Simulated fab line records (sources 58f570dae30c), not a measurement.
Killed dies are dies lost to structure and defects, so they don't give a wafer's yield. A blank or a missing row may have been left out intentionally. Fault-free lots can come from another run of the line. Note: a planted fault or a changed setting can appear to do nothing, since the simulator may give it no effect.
Which tool is to blame? || flow berkeleyCmos170 || 13 lots with 39 wafers sampled at 4 steps, on a route of 331 steps

WHAT THE GAUGES SHOWED, per wafer
UCB170_ACTIVE_CD_MEAS_90: the cd target is 1200 nm. Usual: 1200.1 nm for cdNm, sd 1.4.
{"lot": "L990", "measured": "day 4 19:38", "on": "cdSem-02", "cdNm (nm)": "1200.1 1199.0 1198.9", "flag": ""}
{"lot": "L992", "measured": "day 5 10:59", "on": "cdSem-02", "cdNm (nm)": "1200.2 1200.0 1200.3", "flag": ""}
{"lot": "L993", "measured": "day 5 11:07", "on": "cdSem-01", "cdNm (nm)": "1199.6 1197.7 1199.1", "flag": ""}
{"lot": "L994", "measured": "day 5 11:20", "on": "cdSem-02", "cdNm (nm)": "1198.8 1199.3 1200.9", "flag": ""}
{"lot": "L991", "measured": "day 5 11:30", "on": "cdSem-02", "cdNm (nm)": "1200.8 1199.9 1200.8", "flag": ""}
{"lot": "L996", "measured": "day 6 13:43", "on": "cdSem-01", "cdNm (nm)": "1199.6 1201.1 1200.5", "flag": ""}
{"lot": "L998", "measured": "day 6 20:22", "on": "cdSem-02", "cdNm (nm)": "1199.4 1198.9 1197.0", "flag": ""}
{"lot": "L100", "measured": "day 7 05:41", "on": "cdSem-01", "cdNm (nm)": "1201.2 1201.1 1201.8", "flag": ""}
{"lot": "L101", "measured": "day 7 13:14", "on": "cdSem-01", "cdNm (nm)": "1201.4 1202.5 1202.1", "flag": ""}
{"lot": "L102", "measured": "day 7 13:32", "on": "cdSem-01", "cdNm (nm)": "1200.2 1197.7 1199.8", "flag": ""}
{"lot": "L104", "measured": "day 7 19:44", "on": "cdSem-02", "cdNm (nm)": "1199.3 1198.3 1199.2", "flag": ""}
{"lot": "L108", "measured": "day 8 12:38", "on": "cdSem-02", "cdNm (nm)": "1198.0 1199.0 1197.7", "flag": ""}
{"lot": "L107", "measured": "day 8 12:52", "on": "cdSem-02", "cdNm (nm)": "1199.3 1200.8 1200.2", "flag": ""}

UCB170_SCREENOX_THK_MEAS_02. Usual: for SCREENOX_OXIDE_THK the level is 14.3 nm and the standard deviation is 0.32.
{"lot": "L990", "measured": "day 6 09:04", "on": "filmMetro-02", "SCREENOX_OXIDE_THK (nm)": "14.0 14.0 14.3", "flag": ""}
{"lot": "L992", "measured": "day 6 22:31", "on": "filmMetro-04", "SCREENOX_OXIDE_THK (nm)": "14.4 14.7 14.6", "flag": ""}
{"lot": "L993", "measured": "day 6 22:35", "on": "filmMetro-02", "SCREENOX_OXIDE_THK (nm)": "14.4 14.5 14.5", "flag": ""}
{"lot": "L994", "measured": "day 6 22:32", "on": "filmMetro-03", "SCREENOX_OXIDE_THK (nm)": "14.2 14.2 14.3", "flag": ""}
{"lot": "L991", "measured": "day 6 22:31", "on": "filmMetro-02", "SCREENOX_OXIDE_THK (nm)": "14.4 14.5 14.3", "flag": ""}
{"lot": "L996", "measured": "day 8 02:27", "on": "filmMetro-03", "SCREENOX_OXIDE_THK (nm)": "13.9 14.0 14.1", "flag": ""}
{"lot": "L998", "measured": "day 8 02:27", "on": "filmMetro-02", "SCREENOX_OXIDE_THK (nm)": "14.4 14.7 14.7", "flag": ""}
{"lot": "L100", "measured": "day 8 10:37", "on": "filmMetro-03", "SCREENOX_OXIDE_THK (nm)": "14.3 14.6 14.5", "flag": ""}
{"lot": "L101", "measured": "day 8 18:52", "on": "filmMetro-02", "SCREENOX_OXIDE_THK (nm)": "22.5 22.5 22.1", "flag": "OFF"}
{"lot": "L102", "measured": "day 8 18:52", "on": "filmMetro-03", "SCREENOX_OXIDE_THK (nm)": "22.2 22.0 22.5", "flag": "OFF"}
{"lot": "L104", "measured": "day 9 06:35", "on": "filmMetro-03", "SCREENOX_OXIDE_THK (nm)": "14.3 14.4 14.1", "flag": ""}
{"lot": "L108", "measured": "day 9 18:22", "on": "filmMetro-04", "SCREENOX_OXIDE_THK (nm)": "14.5 14.6 14.6", "flag": ""}
{"lot": "L107", "measured": "day 9 18:22", "on": "filmMetro-03", "SCREENOX_OXIDE_THK (nm)": "14.4 14.8 14.6", "flag": ""}

UCB170_GATE_OVL_MEAS_13. Usual: for GATE_OVL the level is 1 nm and the standard deviation is 7.5.
{"lot": "L990", "measured": "day 7 12:26", "on": "overlay-01", "GATE_OVL (nm)": "-11 -6 -13", "flag": ""}
{"lot": "L992", "measured": "day 8 03:01", "on": "overlay-01", "GATE_OVL (nm)": "-7 -5 -4", "flag": ""}
{"lot": "L993", "measured": "day 8 03:25", "on": "overlay-01", "GATE_OVL (nm)": "3 2 4", "flag": ""}
{"lot": "L994", "measured": "day 8 03:12", "on": "overlay-02", "GATE_OVL (nm)": "-1 8 11", "flag": ""}
{"lot": "L991", "measured": "day 8 02:57", "on": "overlay-02", "GATE_OVL (nm)": "6 11 11", "flag": ""}
{"lot": "L996", "measured": "day 9 04:14", "on": "overlay-02", "GATE_OVL (nm)": "6 12 1", "flag": ""}
{"lot": "L998", "measured": "day 9 04:07", "on": "overlay-01", "GATE_OVL (nm)": "1 -6 -12", "flag": ""}
{"lot": "L100", "measured": "day 9 11:54", "on": "overlay-02", "GATE_OVL (nm)": "-10 -10 -12", "flag": ""}
{"lot": "L101", "measured": "day 9 19:34", "on": "overlay-01", "GATE_OVL (nm)": "-5 -11 -11", "flag": ""}
{"lot": "L102", "measured": "day 9 19:43", "on": "overlay-01", "GATE_OVL (nm)": "-15 -11 -5", "flag": ""}
{"lot": "L104", "measured": "day 10 09:17", "on": "overlay-02", "GATE_OVL (nm)": "5 6 3", "flag": ""}
{"lot": "L108", "measured": "day 10 17:01", "on": "overlay-02", "GATE_OVL (nm)": "-4 -1 -11", "flag": ""}
{"lot": "L107", "measured": "day 10 17:08", "on": "overlay-01", "GATE_OVL (nm)": "3 9 12", "flag": ""}

TOOL THAT RAN EACH LOT (tool first, then ch and the chambers of the sampled wafers, then the start)
{"lot": "L990", "UCB170_SCREENOX_OXIDATION_01": "furnace-01 ch 0, day 6 07:23"}
{"lot": "L992", "UCB170_SCREENOX_OXIDATION_01": "furnace-01 ch 0, day 6 20:50"}
{"lot": "L993", "UCB170_SCREENOX_OXIDATION_01": "furnace-01 ch 0, day 6 20:50"}
{"lot": "L994", "UCB170_SCREENOX_OXIDATION_01": "furnace-01 ch 0, day 6 20:50"}
{"lot": "L991", "UCB170_SCREENOX_OXIDATION_01": "furnace-01 ch 0, day 6 20:50"}
{"lot": "L996", "UCB170_SCREENOX_OXIDATION_01": "furnace-02 ch 0, day 8 00:47"}
{"lot": "L998", "UCB170_SCREENOX_OXIDATION_01": "furnace-02 ch 0, day 8 00:47"}
{"lot": "L100", "UCB170_SCREENOX_OXIDATION_01": "furnace-01 ch 0, day 8 08:56"}
{"lot": "L101", "UCB170_SCREENOX_OXIDATION_01": "furnace-01 ch 0, day 8 17:11"}
{"lot": "L102", "UCB170_SCREENOX_OXIDATION_01": "furnace-01 ch 0, day 8 17:11"}
{"lot": "L104", "UCB170_SCREENOX_OXIDATION_01": "furnace-02 ch 0, day 9 04:55"}
{"lot": "L108", "UCB170_SCREENOX_OXIDATION_01": "furnace-02 ch 0, day 9 16:42"}
{"lot": "L107", "UCB170_SCREENOX_OXIDATION_01": "furnace-02 ch 0, day 9 16:42"}
- UCB170_SCREENOX_OXIDATION_01: target thk 14.4 nm, ox time 2400 s.

AS READ BY THE TOOLS THEMSELVES (means over the sampled wafers that have a number; for cases with no such wafer, the mark the record gives instead)
UCB170_SCREENOX_OXIDATION_01. Usual: tubeCenterTempC 900 C, standard deviation 0.085; tube_center_temp_C_max 902.3, standard deviation 0.38.
{"lot": "L990", "tool": "furnace-01", "tubeCenterTempC (C)": 900, "tube_center_temp_C_max": 902.4, "flag": ""}
{"lot": "L992", "tool": "furnace-01", "tubeCenterTempC (C)": 900, "tube_center_temp_C_max": 902.7, "flag": ""}
{"lot": "L993", "tool": "furnace-01", "tubeCenterTempC (C)": 900, "tube_center_temp_C_max": 902.3, "flag": ""}
{"lot": "L994", "tool": "furnace-01", "tubeCenterTempC (C)": 900, "tube_center_temp_C_max": 902.3, "flag": ""}
{"lot": "L991", "tool": "furnace-01", "tubeCenterTempC (C)": 900, "tube_center_temp_C_max": 902.1, "flag": ""}
{"lot": "L996", "tool": "furnace-02", "tubeCenterTempC (C)": 900, "tube_center_temp_C_max": 902.1, "flag": ""}
{"lot": "L998", "tool": "furnace-02", "tubeCenterTempC (C)": 900, "tube_center_temp_C_max": 902.2, "flag": ""}
{"lot": "L100", "tool": "furnace-01", "tubeCenterTempC (C)": 900, "tube_center_temp_C_max": 902.2, "flag": ""}
{"lot": "L101", "tool": "furnace-01", "tubeCenterTempC (C)": 900, "tube_center_temp_C_max": 902.3, "flag": ""}
{"lot": "L102", "tool": "furnace-01", "tubeCenterTempC (C)": 900, "tube_center_temp_C_max": 902.4, "flag": ""}
{"lot": "L104", "tool": "furnace-02", "tubeCenterTempC (C)": 900, "tube_center_temp_C_max": 902.5, "flag": ""}
{"lot": "L108", "tool": "furnace-02", "tubeCenterTempC (C)": 900, "tube_center_temp_C_max": 901.9, "flag": ""}
{"lot": "L107", "tool": "furnace-02", "tubeCenterTempC (C)": 900, "tube_center_temp_C_max": 902.1, "flag": ""}

THE ANSWER, worked out from the rows above alone
Rule: a lot counts as off when the mean over its wafers that have a number is more than 3 standard deviations away from the usual mean. Also off: a lot with no number at a reading for which 4 or more lots have one. Any other lot the step has rows for is counted as sound. Order of review: gauges by route order, followed by the tools' own readings, for which a lot's mean as printed above is used. At the first step where some lot is off, the reading lying furthest off is the one used; lots without a number count as furthest.
Off: L101, L102, seen at UCB170_SCREENOX_THK_MEAS_02 (SCREENOX_OXIDE_THK).
A tool fits if, at a process step before that reading, it ran every lot that is off, and no sound lot after the first of them. Gauges at UCB170_SCREENOX_THK_MEAS_02: tried the same way as those tools. One fits: UCB170_SCREENOX_OXIDATION_01 on furnace-01. Its last sound lot is L100 (day 8 08:56), its first lot that is off L101 (day 8 17:11): a fault that began between those two fits.

WHAT THE SIMULATOR HAD INSERTED
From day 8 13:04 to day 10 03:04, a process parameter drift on furnace-01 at UCB170_SCREENOX_OXIDATION_01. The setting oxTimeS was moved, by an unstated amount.
Lots struck among those shown: L101, L102. The same result came from the rule above.
